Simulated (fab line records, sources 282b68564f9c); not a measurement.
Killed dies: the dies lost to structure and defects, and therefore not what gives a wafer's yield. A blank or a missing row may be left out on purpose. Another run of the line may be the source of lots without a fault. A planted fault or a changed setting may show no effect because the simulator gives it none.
Which of the tools did it?	flow ritCmos	48 wafers from 16 lots sampled at 2 of the route's 202 steps

WHAT THE GAUGES SHOWED, per wafer
RIT_NWELL_OVL_MEAS_06.
lot	measured	on	NWELL_OVL (nm)
L346	day 1 21:46	overlay-01	0.5 2.4 1.1
L347	day 2 01:30	overlay-01	-1.3 -0.3 -1.1
L348	day 2 07:57	overlay-02	-0.4 -1.5 -0.6
L349	day 2 12:44	overlay-02	-0.8 -0.3 0.1
L350	day 2 17:15	overlay-02	-2.7 -1.1 -2.3
L351	day 2 22:43	overlay-01	-1.1 0.0 -0.8
L353	day 3 08:25	overlay-01	2.2 0.3 1.9
L354	day 3 12:51	overlay-02	1.7 0.8 0.7
L355	day 3 18:07	overlay-01	-0.8 -1.2 -0.4
L356	day 3 22:23	overlay-02	3.4 1.2 1.7
L357	day 4 03:15	overlay-01	-150.3 -150.0 -150.2
L358	day 4 08:37	overlay-01	-148.9 -148.5 -148.7
L359	day 4 13:20	overlay-02	-2.6 -1.3 -2.8
L363	day 5 09:34	overlay-01	-150.7 -150.5 -149.2
L364	day 5 14:17	overlay-01	-149.4 -148.4 -149.6
L367	day 6 05:16	overlay-02	-0.8 -0.9 -0.7

EACH LOT AND THE TOOL THAT RAN IT (in order: tool; ch and the chambers of the sampled wafers; start)
lot	RIT_NWELL_EXPOSE_03
L346	ilineStepper-01 ch 0, day 1 21:20
L347	ilineStepper-02 ch 0, day 2 01:05
L348	ilineStepper-02 ch 0, day 2 07:31
L349	ilineStepper-02 ch 0, day 2 12:19
L350	ilineStepper-02 ch 0, day 2 16:49
L351	ilineStepper-01 ch 0, day 2 22:17
L353	ilineStepper-01 ch 0, day 3 07:59
L354	ilineStepper-02 ch 0, day 3 12:25
L355	ilineStepper-01 ch 0, day 3 17:41
L356	ilineStepper-02 ch 0, day 3 21:57
L357	ilineStepper-02 ch 0, day 4 02:49
L358	ilineStepper-02 ch 0, day 4 08:11
L359	ilineStepper-01 ch 0, day 4 12:55
L363	ilineStepper-02 ch 0, day 5 09:08
L364	ilineStepper-02 ch 0, day 5 13:52
L367	ilineStepper-01 ch 0, day 6 04:52
- RIT_NWELL_EXPOSE_03: exposes mask M2, target cd 43900 nm.

WHAT THE TOOLS THEMSELVES READ (means of the sampled wafers that have a number; where no wafer has one, the mark that the record gives instead)
The record holds no such reading with a usual standard deviation.

THE ANSWER, worked out from the rows above alone
Rule: what is usual is taken from the lots themselves. Put in order of their means at a reading, lots are off if they are a third of the lots or fewer, leave a main group of 4 or more, and stand apart from it by a gap of 3 or more times the standard deviation of the main group's means; of several such gaps the widest counts. Not used: any main group whose means are identical at the precision the tables above print for the reading. A lot without any number at a reading at which 4 lots or more have one is off too. Any other lot the step has rows for is counted as sound. The gauges are gone through in route order, then the tools' own readings, and for those a lot's mean is taken as printed above. The first step at which some lot is off is used, and at that step the reading that is off furthest; a lot without a number counts as furthest.
Off: at RIT_NWELL_OVL_MEAS_06 (NWELL_OVL), L357, L358, L363, L364. The main group: mean -0.2 nm, standard deviation 1.3.
If a tool, at a process step before that reading, ran all the lots that are off and no sound lot after the first of them, it fits. Gauges at RIT_NWELL_OVL_MEAS_06: tried the same way as those tools. Undecided on this evidence; 2 tools fit (ilineStepper-02 at RIT_NWELL_EXPOSE_03, overlay-01 at RIT_NWELL_OVL_MEAS_06).

WHAT HAD BEEN PUT IN BY THE SIMULATOR
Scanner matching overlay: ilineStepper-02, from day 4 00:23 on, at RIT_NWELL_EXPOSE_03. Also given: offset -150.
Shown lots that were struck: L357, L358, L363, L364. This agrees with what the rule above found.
